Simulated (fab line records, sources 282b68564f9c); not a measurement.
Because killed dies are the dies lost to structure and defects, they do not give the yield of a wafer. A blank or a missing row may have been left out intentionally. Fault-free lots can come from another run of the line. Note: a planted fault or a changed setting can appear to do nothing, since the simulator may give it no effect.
The tool behind it: which one? + flow rit_cmos + 15 lots with 45 wafers sampled at 6 steps, on a route of 202 steps

== WHAT THE GAUGES SHOWED, per wafer ==
RIT_PSD_TW_MEAS_10. Usual: PSD_TW typically reads 3417, with standard deviation 31.
| lot  | measured    | on            | PSD_TW         | flag |
|------|-------------|---------------|----------------|------|
| L224 | day 3 02:53 | film_metro-03 | 3469 3465 3479 |      |
| L225 | day 3 08:52 | film_metro-01 | 3428 3415 3423 |      |
| L226 | day 3 12:48 | film_metro-01 | 3438 3438 3446 |      |
| L227 | day 3 18:41 | film_metro-02 | 3357 3363 3352 |      |
| L228 | day 4 04:15 | film_metro-03 | 3445 3430 3437 |      |
| L229 | day 4 06:02 | film_metro-02 | 3401 3381 3390 |      |
| L230 | day 4 07:52 | film_metro-03 | 3456 3464 3436 |      |
| L231 | day 4 14:36 | film_metro-02 | 3380 3387 3374 |      |
| L232 | day 4 21:55 | film_metro-03 | 3438 3451 3441 |      |
| L233 | day 5 03:14 | film_metro-03 | 3457 3469 3483 |      |
| L234 | day 5 11:32 | film_metro-03 | 3639 3635 3637 | OFF  |
| L235 | day 5 19:07 | film_metro-01 | 3542 3557 3554 | OFF  |
| L240 | day 6 18:56 | film_metro-03 | 3578 3580 3591 | OFF  |
| L241 | day 7 05:20 | film_metro-01 | 3407 3370 3391 |      |
| L246 | day 8 02:20 | film_metro-03 | 3449 3436 3447 |      |

RIT_SDANNEAL_RS_MEAS_04: a four-point-probe measurement. Usual: PSD_RS typically reads 115.90 ohm/sq, with standard deviation 0.29.
| lot  | measured    | on            | PSD_RS (ohm/sq)      | flag |
|------|-------------|---------------|----------------------|------|
| L224 | day 3 03:23 | film_metro-03 | 115.80 115.71 115.95 |      |
| L225 | day 3 09:22 | film_metro-03 | 115.81 115.60 115.23 |      |
| L226 | day 3 13:17 | film_metro-02 | 116.29 116.25 116.16 |      |
| L227 | day 3 19:11 | film_metro-03 | 115.81 115.60 115.48 |      |
| L228 | day 4 04:48 | film_metro-02 | 115.56 115.70 115.73 |      |
| L229 | day 4 06:32 | film_metro-03 | 115.90 115.85 116.25 |      |
| L230 | day 4 08:25 | film_metro-03 | 115.54 115.66 115.55 |      |
| L231 | day 4 15:05 | film_metro-02 | 115.87 116.04 116.05 |      |
| L232 | day 4 22:30 | film_metro-02 | 115.74 115.86 116.03 |      |
| L233 | day 5 03:43 | film_metro-02 | 115.96 115.89 115.89 |      |
| L234 | day 5 12:06 | film_metro-02 | 107.91 107.81 107.83 | OFF  |
| L235 | day 5 19:36 | film_metro-03 | 107.53 107.64 107.49 | OFF  |
| L240 | day 6 19:27 | film_metro-03 | 107.42 106.92 107.58 | OFF  |
| L241 | day 7 05:51 | film_metro-01 | 116.35 116.04 116.08 |      |
| L246 | day 8 02:50 | film_metro-01 | 116.26 115.97 116.03 |      |

RIT_M1_CD_MEAS_09: the cd target is 2600 nm. Usual: cd_nm 2599.7 nm, standard deviation 2.1.
| lot  | measured    | on        | cd_nm (nm)           | flag |
|------|-------------|-----------|----------------------|------|
| L224 | day 3 08:22 | cd_sem-01 | 2601.1 2602.5 2604.6 |      |
| L225 | day 3 13:56 | cd_sem-01 | 2601.7 2601.9 2601.9 |      |
| L226 | day 3 17:52 | cd_sem-01 | 2600.2 2600.1 2601.6 |      |
| L227 | day 3 23:45 | cd_sem-02 | 2601.1 2601.0 2602.0 |      |
| L228 | day 4 09:44 | cd_sem-02 | 2595.4 2595.6 2598.2 |      |
| L229 | day 4 11:18 | cd_sem-02 | 2601.3 2603.2 2600.7 |      |
| L230 | day 4 13:24 | cd_sem-01 | 2599.1 2600.2 2600.7 |      |
| L231 | day 4 19:59 | cd_sem-02 | 2598.8 2597.4 2596.8 |      |
| L232 | day 5 03:38 | cd_sem-02 | 2594.5 2593.5 2596.6 |      |
| L233 | day 5 09:05 | cd_sem-02 | 2597.5 2597.9 2601.0 |      |
| L234 | day 5 17:05 | cd_sem-02 | 2600.2 2598.9 2598.2 |      |
| L235 | day 6 00:29 | cd_sem-02 | 2601.2 2598.4 2598.5 |      |
| L240 | day 7 00:49 | cd_sem-01 | 2601.5 2604.0 2601.7 |      |
| L241 | day 7 10:34 | cd_sem-02 | 2597.4 2598.4 2598.6 |      |
| L246 | day 8 07:44 | cd_sem-01 | 2597.1 2597.3 2597.4 |      |

== WHICH TOOL RAN EACH LOT (tool, then ch and the chambers of the sampled wafers, then the start) ==
| lot  | RIT_NRETRO_STRIP_09                 | RIT_NLDD_STRIP_09                   | RIT_PSD_IMPLANT_08             |
|------|-------------------------------------|-------------------------------------|--------------------------------|
| L224 | plasma_asher-03 ch 0,1, day 2 07:10 | plasma_asher-01 ch 0,1, day 2 19:49 | implanter-01 ch 0, day 3 02:34 |
| L225 | plasma_asher-04 ch 1, day 2 11:34   | plasma_asher-01 ch 0,1, day 3 01:42 | implanter-01 ch 0, day 3 08:34 |
| L226 | plasma_asher-03 ch 0,1, day 2 17:54 | plasma_asher-01 ch 0,1, day 3 05:29 | implanter-04 ch 0, day 3 12:28 |
| L227 | plasma_asher-02 ch 0,1, day 2 21:40 | plasma_asher-01 ch 0,1, day 3 10:14 | implanter-03 ch 0, day 3 18:22 |
| L228 | plasma_asher-04 ch 0,1, day 3 04:41 | plasma_asher-04 ch 0,1, day 3 20:41 | implanter-01 ch 0, day 4 03:56 |
| L229 | plasma_asher-02 ch 0,1, day 3 09:18 | plasma_asher-02 ch 0,1, day 3 22:15 | implanter-03 ch 0, day 4 05:44 |
| L230 | plasma_asher-02 ch 0, day 3 13:31   | plasma_asher-01 ch 0,1, day 4 00:45 | implanter-03 ch 0, day 4 07:32 |
| L231 | plasma_asher-03 ch 0,1, day 3 18:38 | plasma_asher-01 ch 0,1, day 4 07:30 | implanter-01 ch 0, day 4 14:16 |
| L232 | plasma_asher-02 ch 0,1, day 4 01:47 | plasma_asher-02 ch 0,1, day 4 14:53 | implanter-03 ch 0, day 4 21:37 |
| L233 | plasma_asher-04 ch 0,1, day 4 06:11 | plasma_asher-02 ch 0,1, day 4 20:10 | implanter-01 ch 0, day 5 02:54 |
| L234 | plasma_asher-03 ch 0,1, day 4 11:16 | plasma_asher-02 ch 0,1, day 5 03:49 | implanter-03 ch 0, day 5 10:53 |
| L235 | plasma_asher-02 ch 0,1, day 4 14:07 | plasma_asher-01 ch 0,1, day 5 11:06 | implanter-04 ch 0, day 5 18:23 |
| L240 | plasma_asher-03 ch 0,1, day 5 21:28 | plasma_asher-02 ch 0,1, day 6 11:25 | implanter-04 ch 0, day 6 18:19 |
| L241 | plasma_asher-03 ch 0,1, day 6 04:59 | plasma_asher-02 ch 0,1, day 6 22:26 | implanter-04 ch 0, day 7 05:02 |
| L246 | plasma_asher-03 ch 0,1, day 7 01:49 | plasma_asher-04 ch 0, day 7 17:41   | implanter-03 ch 0, day 8 02:01 |
- RIT_NRETRO_STRIP_09: strips in O2, time 180 s.
- RIT_NLDD_STRIP_09: strips in O2, time 180 s.
- RIT_PSD_IMPLANT_08

== WHAT THE TOOLS THEMSELVES READ (means of the sampled wafers that have a number; where no wafer has one, the mark that the record gives instead) ==
RIT_NRETRO_STRIP_09. Usual: drypump_motor_current_A 5.9 A, standard deviation 0.43.
| lot  | tool            | drypump_motor_current_A (A) | flag |
|------|-----------------|-----------------------------|------|
| L224 | plasma_asher-03 | 5.9                         |      |
| L225 | plasma_asher-04 | 6.7                         |      |
| L226 | plasma_asher-03 | 5.8                         |      |
| L227 | plasma_asher-02 | 5.8                         |      |
| L228 | plasma_asher-04 | 6.5                         |      |
| L229 | plasma_asher-02 | 5.5                         |      |
| L230 | plasma_asher-02 | 6.1                         |      |
| L231 | plasma_asher-03 | 5.9                         |      |
| L232 | plasma_asher-02 | 5.8                         |      |
| L233 | plasma_asher-04 | 6.5                         |      |
| L234 | plasma_asher-03 | 5.9                         |      |
| L235 | plasma_asher-02 | 5.6                         |      |
| L240 | plasma_asher-03 | 5.8                         |      |
| L241 | plasma_asher-03 | 5.8                         |      |
| L246 | plasma_asher-03 | 5.9                         |      |

RIT_NLDD_STRIP_09. Usual: drypump_motor_current_A 5.9 A, standard deviation 0.44.
| lot  | tool            | drypump_motor_current_A (A) | flag |
|------|-----------------|-----------------------------|------|
| L224 | plasma_asher-01 | 5.6                         |      |
| L225 | plasma_asher-01 | 5.6                         |      |
| L226 | plasma_asher-01 | 5.7                         |      |
| L227 | plasma_asher-01 | 5.6                         |      |
| L228 | plasma_asher-04 | 6.6                         |      |
| L229 | plasma_asher-02 | 5.8                         |      |
| L230 | plasma_asher-01 | 5.7                         |      |
| L231 | plasma_asher-01 | 5.6                         |      |
| L232 | plasma_asher-02 | 5.8                         |      |
| L233 | plasma_asher-02 | 5.5                         |      |
| L234 | plasma_asher-02 | 5.5                         |      |
| L235 | plasma_asher-01 | 5.7                         |      |
| L240 | plasma_asher-02 | 5.6                         |      |
| L241 | plasma_asher-02 | 5.5                         |      |
| L246 | plasma_asher-04 | 6.3                         |      |

== THE ANSWER, worked out from the rows above alone ==
Rule: lot off if the mean of its wafers having a number is beyond 3 standard deviations from the usual mean. A lot without any number at a reading at which 4 lots or more have one is off too. Where the step has rows for the other lots, those lots are counted as sound. First the gauges in route order, then the tools' own readings, where a lot's mean is used as printed above. At the first step where some lot is off, the reading lying furthest off is the one used; lots without a number count as furthest.
Off: L234, L235, L240, at RIT_PSD_TW_MEAS_10 (PSD_TW).
If a tool, at a process step before that reading, ran all the lots that are off and no sound lot after the first of them, it fits. Those tools and the gauges at RIT_PSD_TW_MEAS_10 are tried in the same way. No candidate that was tried fits.

== WHAT WAS PUT IN BY THE SIMULATOR ==
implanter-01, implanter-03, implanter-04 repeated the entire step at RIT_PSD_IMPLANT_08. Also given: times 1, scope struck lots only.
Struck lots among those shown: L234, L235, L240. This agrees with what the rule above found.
